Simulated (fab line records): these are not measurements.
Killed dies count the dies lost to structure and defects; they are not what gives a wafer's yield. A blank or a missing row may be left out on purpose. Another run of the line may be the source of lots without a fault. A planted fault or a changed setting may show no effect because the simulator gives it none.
8D (eight disciplines) problem report, filled in by code    flow berkeley cmos170    the parts of the form that need people (team, actions taken, sign-off) are left out

1. WHAT WENT WRONG
V1_TEOS_THK at UCB170_V1_THK_MEAS_01 reads a mean of 2539 nm on 6 wafers of 2 lots; wafers without a fault read 2003 nm with a standard deviation of 24. That puts it +22 standard deviations away from the usual mean.
First observed at day 12 07:39: wafer L937.4, on film metro-02. The record holds 42 wafers of 14 lots with a number at this step. Rule for "out", or "out of limits": more than 4 standard deviations from the usual mean. All remaining wafers that have a number are taken as sound.

2. WHAT IT IS AND WHAT IT IS NOT
question                     is                            is not
which readings at this step  V1_TEOS_THK                   -
which lots                   L937, L938                    L916, L917, L918, L920, L922, L923, L924, L925, L927, L928, L930, L932
which wafers of those lots   all that have a number        -
read on which gauges         film metro-02, film metro-04  film metro-03
when                         from day 12 07:39             up to then (36 sound wafers)

3. SUSPECTS, AND WHAT RULES EACH OUT
Counting: a tool at any process step up to the reading remains a suspect when it ran all the lots that are out and ran no sound lot after the first of those.
- the gauge at UCB170_V1_THK_MEAS_01 is ruled out. The wafers that are out were read on 2 gauges (film metro-02, film metro-04).
- pecvd-01 at UCB170_V1_CVD_00 (deposits SiO2 from TEOS/O2, target thk 2000 nm, time 250 s): kept. It ran every lot that is out, first L937 (day 12 07:32), and no sound lot after that; its last sound lot up to then is L932 (day 11 06:37).
Remaining after the count: pecvd-01 at UCB170_V1_CVD_00.

4. THE CAUSE (what the simulator had put in)
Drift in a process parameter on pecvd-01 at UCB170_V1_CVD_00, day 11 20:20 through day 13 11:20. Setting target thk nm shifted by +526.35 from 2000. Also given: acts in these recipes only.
This tool alone remained once counting was done.

5. THE EFFECT CHAIN, in route order
Rows list readings where the struck wafers' mean (over those with a number) sits beyond 3 standard deviations from the usual. Only readings for which the record gives a usual standard deviation are gone through. hours: the time from each lot's start at the first step in this table that gives one to its start at this step, as a median over the lots. sigmas: the change in usual standard deviations.
hours  step                   reading      usual    on struck wafers  change  sigmas
0      UCB170_V1_THK_MEAS_01  V1_TEOS_THK  2003 nm  2539              +536    +22

6. HOW IT WOULD HAVE BEEN CAUGHT EARLIER
11 hours passed between the start of the fault at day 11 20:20 and the first reading out of limits at a measuring or inspecting step in this record, taken at day 12 07:39.
An alarm limit of 4 standard deviations would not have fired on the tool readings at UCB170_V1_CVD_00 for which the record gives a usual standard deviation, since none of them was out on any struck wafer.
Among the 2 lots that are out, L938 began UCB170_V1_CVD_00 on pecvd-01 after day 12 07:39. Putting the tool on hold at that point would have spared it.
